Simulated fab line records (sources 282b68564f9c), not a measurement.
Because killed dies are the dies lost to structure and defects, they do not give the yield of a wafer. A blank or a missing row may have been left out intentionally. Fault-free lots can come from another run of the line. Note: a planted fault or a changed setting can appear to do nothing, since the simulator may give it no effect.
Which tool is to blame? :: flow ritCmos :: 27 wafers from 9 lots sampled at 2 of the route's 202 steps

WHAT THE GAUGES READ, wafer by wafer
RIT_M1_CD_MEAS_09: target cd 2600 nm.
lot: L612
measured: day 3 12:50
on: cdSem-01
cdNm (nm): 2599.6 2601.8 2601.6

lot: L613
measured: day 3 20:02
on: cdSem-01
cdNm (nm): 2602.4 2600.7 2601.2

lot: L614
measured: day 3 23:25
on: cdSem-02
cdNm (nm): 2600.8 2599.7 2595.5

lot: L622
measured: day 5 10:38
on: cdSem-02
cdNm (nm): 2606.1 2607.6 2606.6

lot: L623
measured: day 5 15:31
on: cdSem-01
cdNm (nm): 2602.8 2603.0 2604.1

lot: L624
measured: day 5 20:09
on: cdSem-01
cdNm (nm): 2593.7 2595.5 2597.1

lot: L628
measured: day 6 16:42
on: cdSem-02
cdNm (nm): 2598.7 2598.1 2595.4

lot: L629
measured: day 7 00:50
on: cdSem-02
cdNm (nm): 2597.2 2598.8 2597.2

lot: L634
measured: day 8 02:38
on: cdSem-01
cdNm (nm): 2598.4 2601.1 2599.6

EACH LOT AND THE TOOL THAT RAN IT (in order: tool; ch and the chambers of the sampled wafers; start)
lot: L612
RIT_M1_DEVELOP_08: lithoTrack-03 ch 0, day 3 12:00

lot: L613
RIT_M1_DEVELOP_08: lithoTrack-04 ch 0, day 3 19:00

lot: L614
RIT_M1_DEVELOP_08: lithoTrack-03 ch 0, day 3 23:00

lot: L622
RIT_M1_DEVELOP_08: lithoTrack-03 ch 0, day 5 10:00

lot: L623
RIT_M1_DEVELOP_08: lithoTrack-03 ch 0, day 5 15:00

lot: L624
RIT_M1_DEVELOP_08: lithoTrack-02 ch 0, day 5 19:00

lot: L628
RIT_M1_DEVELOP_08: lithoTrack-04 ch 0, day 6 16:00

lot: L629
RIT_M1_DEVELOP_08: lithoTrack-04 ch 0, day 7 00:00

lot: L634
RIT_M1_DEVELOP_08: lithoTrack-02 ch 0, day 8 02:00
- RIT_M1_DEVELOP_08: develop time 68 s.

WHAT THE TOOLS THEMSELVES READ (means of the sampled wafers that have a number; where no wafer has one, the mark that the record gives instead)
RIT_M1_DEVELOP_08.
lot: L612
tool: lithoTrack-03
developerTempC (C): 22.89

lot: L613
tool: lithoTrack-04
developerTempC (C): 23.09

lot: L614
tool: lithoTrack-03
developerTempC (C): 23.01

lot: L622
tool: lithoTrack-03
developerTempC (C): 25.24

lot: L623
tool: lithoTrack-03
developerTempC (C): 25.25

lot: L624
tool: lithoTrack-02
developerTempC (C): 23.09

lot: L628
tool: lithoTrack-04
developerTempC (C): 22.92

lot: L629
tool: lithoTrack-04
developerTempC (C): 22.96

lot: L634
tool: lithoTrack-02
developerTempC (C): 23.01

THE ANSWER, worked out from the rows above alone
Rule: the lots themselves supply what counts as usual. Put in order of their means at a reading, lots are off if they are a third of the lots or fewer, leave a main group of 4 or more, and stand apart from it by a gap of 3 or more times the standard deviation of the main group's means; of several such gaps the widest counts. Not used: any main group whose means are identical at the precision the tables above print for the reading. A lot without any number at a reading at which 4 lots or more have one is off too. The other lots that the step has rows for count as sound. The gauges are gone through in route order, then the tools' own readings, and for those a lot's mean is taken as printed above. The first step at which some lot is off is used, and at that step the reading that is off furthest; a lot without a number counts as furthest.
Off: L622, L623, at RIT_M1_DEVELOP_08 (developerTempC). The main group has a mean of 23.00 C with a standard deviation of 0.072.
A tool fits if, at that step or a process step before it, it ran every lot that is off, and no sound lot after the first of them. One candidate fits, namely lithoTrack-03 at RIT_M1_DEVELOP_08. Its last sound lot is L614 (day 3 23:00), its first lot that is off L622 (day 5 10:00): a fault that began between those two fits.
The tool's own readings at RIT_M1_DEVELOP_08 bear it out: on the lots that are off they differ by more than 5 times the standard deviation of the sound lots' means. developerTempC reads 25.24 C there against 23.00 C on the sound lots.

WHAT HAD BEEN PUT IN BY THE SIMULATOR
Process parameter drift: lithoTrack-03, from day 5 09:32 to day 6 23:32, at RIT_M1_DEVELOP_08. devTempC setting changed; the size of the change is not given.
Shown lots that were struck: L622, L623. This agrees with what the rule above found.
